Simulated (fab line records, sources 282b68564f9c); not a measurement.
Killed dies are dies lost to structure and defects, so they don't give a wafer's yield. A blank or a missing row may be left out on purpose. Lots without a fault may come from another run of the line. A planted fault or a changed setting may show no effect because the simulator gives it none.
fab line records | flow rit_cmos
record lots=14 wafers=42 last_day=8
route steps=202 shown NSD@139 M1@202
lots that met no fault: from a run of the same line without faults
start_h: hours from the record's first day to the start of the lot's first wafer shown | wait_h: hours since the lot's step before | " the same as in the row above | L1.1+2: a row that stands for several wafers | - no value, or no start given | * or withheld: withheld | < > ~ a bound
route shown NAME@n: a module of which the file shows steps, and the number in the route of the first | usual: mean/standard deviation of fault-free wafers | same: alike in all rows | chamber/n: place in a boat | sites: the reading at each site | _std_site: their standard deviation | _edge_site: outer sites' mean less inner sites' | radius_mm: how far each site lies from the wafer's centre | mask NAME#n: copy n | behind: the tool/chamber that last shaped the wafer | hold: why the lot was held/for how many hours/how that ended | device: the transistor (n, p or np) that didn't switch | end of line: the same wafers' tests at the end of the route | a step without rows: its recipe alone | killed: dies lost to structure and defects at the first sort, not the wafer's yield | map: a wafer's dies, x killed, . not, _ none there
set.NAME: the setting as run; set.NAME@STEP: as run at that earlier step | model.NAME: the simulator's own value behind a step, which no gauge read
steps of the route over a sample of lots; a table a step, a row a wafer
services: from which hour (start_h, from the record's first day; less than 0 if before it) a tool's chamber was out of use, for how many hours, and why
## steps
# step RIT_NSD_IMPLANT_08
# recipe species=P energy_kev=25 dose_cm2=1e+15 tilt_deg=7
# usual dose_ions_cm2=1.0001e+15/1.2e+12 faraday_current_uA=3139/61
# columns lot.wafer tool chamber start_h wait_h dose_ions_cm2 faraday_current_uA
L641.2 implanter-03 0 57.82 0.1 9.999e+14 3219
L641.4 " 0 " " 9.991e+14 3081
L641.6 " 0 " " 1.0003e+15 3261
L642.1 implanter-02 0 61.99 0.1 1.0026e+15 3237
L642.3 " 0 " " 9.984e+14 3227
L642.4 " 0 " " 1.0003e+15 3164
L645.1 implanter-04 0 78.89 0.1 9.999e+14 3185
L645.2 " 0 " " 9.999e+14 3035
L645.5 " 0 " " 1.0008e+15 3110
L648.2 implanter-04 0 94.59 0.1 6.709e+14 2128
L648.4 " 0 " " 6.711e+14 2122
L648.6 " 0 " " 6.717e+14 2084
L652.3 implanter-04 0 108.34 0.1 6.722e+14 2077
L652.4 " 0 " " 6.702e+14 2094
L652.6 " 0 " " 6.71e+14 2105
L653.1 implanter-02 0 114.52 0.1 1.0011e+15 3136
L653.4 " 0 " " 1.0016e+15 3232
L653.6 " 0 " " 9.998e+14 3255
L654.1 implanter-02 0 117.65 0.1 1.0013e+15 3092
L654.2 " 0 " " 1.0001e+15 3241
L654.3 " 0 " " 1.0013e+15 3218
L656.1 implanter-02 0 130.27 0.1 9.982e+14 3136
L656.3 " 0 " " 9.987e+14 3043
L656.5 " 0 " " 9.969e+14 3207
L657.4 implanter-02 0 132.66 0.1 1.0005e+15 3189
L657.5 " 0 " " 1e+15 3099
L657.6 " 0 " " 1.0022e+15 3161
L660.1 implanter-03 0 146.74 0.1 9.997e+14 3132
L660.2 " 0 " " 1.001e+15 3071
L660.3 " 0 " " 1.0003e+15 3140
L659.1 implanter-03 0 149.43 0.1 1.0001e+15 3065
L659.3 " 0 " " 1.0008e+15 3085
L659.5 " 0 " " 1.0007e+15 3102
L661.2 implanter-03 0 169.82 0.1 9.996e+14 3077
L661.3 " 0 " " 9.983e+14 3125
L661.5 " 0 " " 9.995e+14 3091
L663.4 implanter-02 0 170.15 0.1 1.0014e+15 3064
L663.5 " 0 " " 1.002e+15 3010
L663.6 " 0 " " 9.999e+14 3143
L664.2 implanter-03 0 177.40 0.1 9.976e+14 3258
L664.3 " 0 " " 9.984e+14 3231
L664.4 " 0 " " 9.974e+14 3097
# step RIT_NSD_TW_MEAS_10
# usual NSD_TW=3103/28
# columns lot.wafer tool chamber start_h wait_h hold NSD_TW
L641.2 film_metro-02 - 58.13 0.1 - 3057
L641.4 " - " " - 3074
L641.6 " - " " - 3063
L642.1 film_metro-01 - 62.32 0.1 - 3160
L642.3 " - " " - 3130
L642.4 " - " " - 3137
L645.1 film_metro-04 - 79.22 0.1 - 3093
L645.2 " - " " - 3109
L645.5 " - " " - 3102
L648.2 film_metro-02 - 94.90 0.1 await_dispo/0.2h/release 2808
L648.4 " - " " await_dispo/0.2h/release 2805
L648.6 " - " " await_dispo/0.2h/release 2809
L648.2 film_metro-02 - 95.13 0.2 - 2807
L648.4 " - " " - 2811
L648.6 " - " " - 2815
L652.3 film_metro-01 - 108.63 0.1 await_dispo/0.2h/release 2845
L652.4 " - " " await_dispo/0.2h/release 2844
L652.6 " - " " await_dispo/0.2h/release 2837
L652.3 film_metro-01 - 108.86 0.2 - 2850
L652.4 " - " " - 2848
L652.6 " - " " - 2838
L653.1 film_metro-04 - 114.84 0.1 - 3113
L653.4 " - " " - 3091
L653.6 " - " " - 3102
L654.1 film_metro-01 - 117.98 0.1 - 3131
L654.2 " - " " - 3125
L654.3 " - " " - 3136
L656.1 film_metro-01 - 130.60 0.1 - 3130
L656.3 " - " " - 3127
L656.5 " - " " - 3114
L657.4 film_metro-04 - 132.94 0.1 - 3110
L657.5 " - " " - 3113
L657.6 " - " " - 3093
L660.1 film_metro-02 - 147.07 0.1 - 3076
L660.2 " - " " - 3054
L660.3 " - " " - 3045
L659.1 film_metro-04 - 149.75 0.1 - 3103
L659.3 " - " " - 3111
L659.5 " - " " - 3125
L661.2 film_metro-02 - 170.13 0.1 - 3065
L661.3 " - " " - 3054
L661.5 " - " " - 3031
L663.4 film_metro-01 - 170.43 0.1 - 3127
L663.5 " - " " - 3113
L663.6 " - " " - 3136
L664.2 film_metro-04 - 177.71 0.1 - 3104
L664.3 " - " " - 3118
L664.4 " - " " - 3102
# step RIT_SDANNEAL_RS_MEAS_05
# recipe thk_meas_gauge=four-point-probe
# usual NSD_RS=84.5/0.3
# columns lot.wafer tool chamber start_h wait_h hold NSD_RS[ohm/sq]
L641.2 film_metro-02 - 60.16 0.1 - 84.6
L641.4 " - " " - 84.4
L641.6 " - " " - 84.8
L642.1 film_metro-02 - 64.47 0.1 - 84.1
L642.3 " - " " - 84.3
L642.4 " - " " - 84.5
L645.1 film_metro-04 - 81.37 0.1 - 84.8
L645.2 " - " " - 84.5
L645.5 " - " " - 84.6
L648.2 film_metro-02 - 99.94 0.1 await_dispo/0.2h/release 116.3
L648.4 " - " " await_dispo/0.2h/release 116.1
L648.6 " - " " await_dispo/0.2h/release 116.2
L648.2 film_metro-02 - 100.23 0.3 - 116.6
L648.4 " - " " - 116.3
L648.6 " - " " - 116.1
L652.3 film_metro-01 - 114.54 0.1 await_dispo/0.2h/release 117.1
L652.4 " - " " await_dispo/0.2h/release 118.0
L652.6 " - " " await_dispo/0.2h/release 117.7
L652.3 film_metro-01 - 114.83 0.3 - 116.9
L652.4 " - " " - 118.0
L652.6 " - " " - 117.5
L653.1 film_metro-02 - 117.00 0.1 - 84.3
L653.4 " - " " - 84.4
L653.6 " - " " - 84.8
L654.1 film_metro-04 - 120.08 0.1 - 84.5
L654.2 " - " " - 84.2
L654.3 " - " " - 83.9
L656.1 film_metro-02 - 132.64 0.1 - 84.3
L656.3 " - " " - 84.3
L656.5 " - " " - 84.2
L657.4 film_metro-04 - 135.05 0.1 - 85.1
L657.5 " - " " - 84.8
L657.6 " - " " - 85.0
L660.1 film_metro-02 - 149.21 0.1 - 84.4
L660.2 " - " " - 84.4
L660.3 " - " " - 84.2
L659.1 film_metro-02 - 151.81 0.1 - 85.2
L659.3 " - " " - 84.9
L659.5 " - " " - 84.5
L661.2 film_metro-02 - 172.25 0.1 - 84.9
L661.3 " - " " - 84.7
L661.5 " - " " - 84.9
L663.4 film_metro-04 - 172.67 0.1 - 84.6
L663.5 " - " " - 84.9
L663.6 " - " " - 84.6
L664.2 film_metro-01 - 179.95 0.1 - 84.8
L664.3 " - " " - 84.8
L664.4 " - " " - 85.0
# step RIT_M1_PROBE_99
# usual defect_limited_yield=97.6/1 killed_at_contacts=0.1/0.23 killed_at_front_end=6.2/2.8 killed_dies=6.3/2.7 killed_open=3.1/2 killed_short=3.2/1.8 sort_bin_3_pad_short=0.1/0.18 sort_bin_5_function=1.3/0.73 sort_bin_6_memory=1.0/0.62 sort_n_pass=257.7/2.7 sort_yield_pct=97.6/1
# same gross_dies=264 killed_at_M0_to_M3=0 killed_at_M4_up=0 killed_at_back_side=0 killed_at_other=0
# columns lot.wafer tool chamber start_h wait_h defect_limited_yield[%] killed_at_contacts killed_at_front_end killed_dies killed_open killed_short sort_bin_3_pad_short[%] sort_bin_5_function[%] sort_bin_6_memory[%] sort_n_pass sort_yield_pct[%]
L645.1 prober-02 - 88.66 0.1 97.0 0 8 8 1 7 0.4 1.1 1.5 256.0 97.0
L645.2 prober-02 - 88.71 0.1 98.1 0 5 5 2 3 0 1.1 0.8 259.0 98.1
L645.5 prober-02 - 88.86 0.2 97.3 0 7 7 4 3 0 1.5 1.1 257.0 97.3
L653.1 prober-01 - 124.20 0.1 97.3 0 7 7 5 2 0 1.1 1.5 257.0 97.3
L653.4 prober-01 - 124.35 0.2 98.9 0 3 3 0 3 0 0.8 0.4 261.0 98.9
L653.6 prober-01 - 124.45 0.2 97.0 0 8 8 4 4 0.4 1.5 1.1 256.0 97.0
L656.1 prober-02 - 140.07 0.1 97.7 0 6 6 0 6 0.4 0.8 1.1 258.0 97.7
L656.3 prober-02 - 140.17 0.2 99.2 0 2 2 1 1 0 0.8 0 262.0 99.2
L656.5 prober-02 - 140.27 0.2 96.2 0 10 10 7 3 0 1.9 1.9 254.0 96.2
L660.1 prober-01 - 156.49 0.1 96.2 0 10 10 5 5 0 1.5 2.3 254.0 96.2
L660.2 prober-01 - 156.54 0.1 97.3 0 7 7 5 2 0 0.8 1.9 257.0 97.3
L660.3 prober-01 - 156.59 0.2 96.6 0 9 9 4 5 0 1.9 1.5 255.0 96.6
L661.2 prober-01 - 179.95 0.1 98.9 0 3 3 2 1 0 0.8 0.4 261.0 98.9
L661.3 prober-01 - 180.00 0.2 98.5 1 3 4 2 2 0 0.4 1.1 260.0 98.5
L661.5 prober-01 - 180.10 0.2 97.3 0 7 7 4 3 0.4 1.1 1.1 257.0 97.3
# killed by level:class
L645.1 FOX1:geometric_particle:short=3 GATE:geometric_particle:short=3 ACTIVE:geometric_particle:short=1 GATE:geometric_particle:open=1
L645.2 GATE:geometric_particle:short=2 FOX1:geometric_particle:short=1 GATE:geometric_particle:open=1 SPACER:geometric_particle:open=1
L645.5 FOX1:geometric_particle:short=2 GATE:geometric_particle:open=2 FOX1:geometric_particle:open=1 GATE:geometric_particle:short=1 SPACER:geometric_particle:open=1
L653.1 GATE:geometric_particle:open=3 FOX2:geometric_particle:open=1 GATE:geometric_particle:short=1 REOX:geometric_particle:open=1 SPACER:geometric_particle:short=1
L653.4 GATE:geometric_particle:short=2 REOX:geometric_particle:short=1
L653.6 GATE:geometric_particle:short=3 FOX2:geometric_particle:open=1 GATE:geometric_particle:open=1 REOX:geometric_particle:open=1 SPACER:geometric_particle:short=1 SILICIDE:geometric_particle:open=1
L656.1 SPACER:geometric_particle:short=2 FOX1:geometric_particle:short=1 FOX2:geometric_particle:short=1 GATE:geometric_particle:short=1 REOX:geometric_particle:short=1
L656.3 GATE:geometric_particle:open=1 GATE:geometric_particle:short=1
L656.5 GATE:geometric_particle:open=4 GATE:geometric_particle:short=2 FOX1:geometric_particle:open=1 REOX:geometric_particle:short=1 REOX:geometric_particle:open=1 SILICIDE:geometric_particle:open=1
L660.1 GATE:geometric_particle:short=4 GATE:geometric_particle:open=3 FOX1:geometric_particle:short=1 FOX1:geometric_particle:open=1 SPACER:geometric_particle:open=1
L660.2 SPACER:geometric_particle:open=2 SILICIDE:geometric_particle:open=2 FOX1:geometric_particle:short=1 FOX1:geometric_particle:open=1 GATE:geometric_particle:short=1
L660.3 GATE:geometric_particle:short=4 GATE:geometric_particle:open=3 FOX1:geometric_particle:short=1 SPACER:geometric_particle:open=1
L661.2 FOX1:geometric_particle:short=1 REOX:geometric_particle:open=1 SPACER:geometric_particle:open=1
L661.3 GATE:geometric_particle:short=2 SPACER:geometric_particle:open=1 CONTACT:geometric_particle:open=1
L661.5 FOX1:geometric_particle:short=2 SPACER:geometric_particle:open=2 FOX2:geometric_particle:open=1 GATE:geometric_particle:open=1 GATE:geometric_particle:short=1
## services
# columns tool chamber start_h hours kind
implanter-03 - 41.04 3.2 pm
implanter-03 - 59.08 37.7 repair
implanter-02 - 98.24 3.3 pm
implanter-02 - 102.77 3.7 pm
implanter-03 - 106.98 2.0 repair
implanter-04 - 108.97 5.6 repair
implanter-02 - 134.19 20.5 pm
## key
first_sign step=RIT_NSD_IMPLANT_08 reading=dose_ions_cm2 direction=down sigmas=99+ usual=1.0001e+15 struck=6.712e+14
effect step=RIT_NSD_IMPLANT_08 reading=faraday_current_uA direction=down sigmas=17 usual=3139 struck=2102
effect step=RIT_NSD_TW_MEAS_10 reading=visit direction=added
effect step=RIT_NSD_TW_MEAS_10 reading=NSD_TW direction=down sigmas=10 usual=3103 struck=2825
effect step=RIT_SDANNEAL_RS_MEAS_05 reading=visit direction=added
effect step=RIT_SDANNEAL_RS_MEAS_05 reading=NSD_RS direction=up sigmas=99+ usual=84.5 struck=116.9
met_at RIT_NSD_IMPLANT_08
struck_lots L648,L652
scrapped_behind RIT_SDANNEAL_RS_MEAS_05 L648.2,L648.4,L648.6,L652.3,L652.4,L652.6
onset_between 78.89 94.59
fault kind=process_parameter_drift tool=implanter-04 chamber=- onset_h=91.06 steps=RIT_NSD_IMPLANT_08 channel=dose_cm2 offset=-3.2992e+14 shape=step end_h=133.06 acts_in=these_recipes_only stated=1e+15
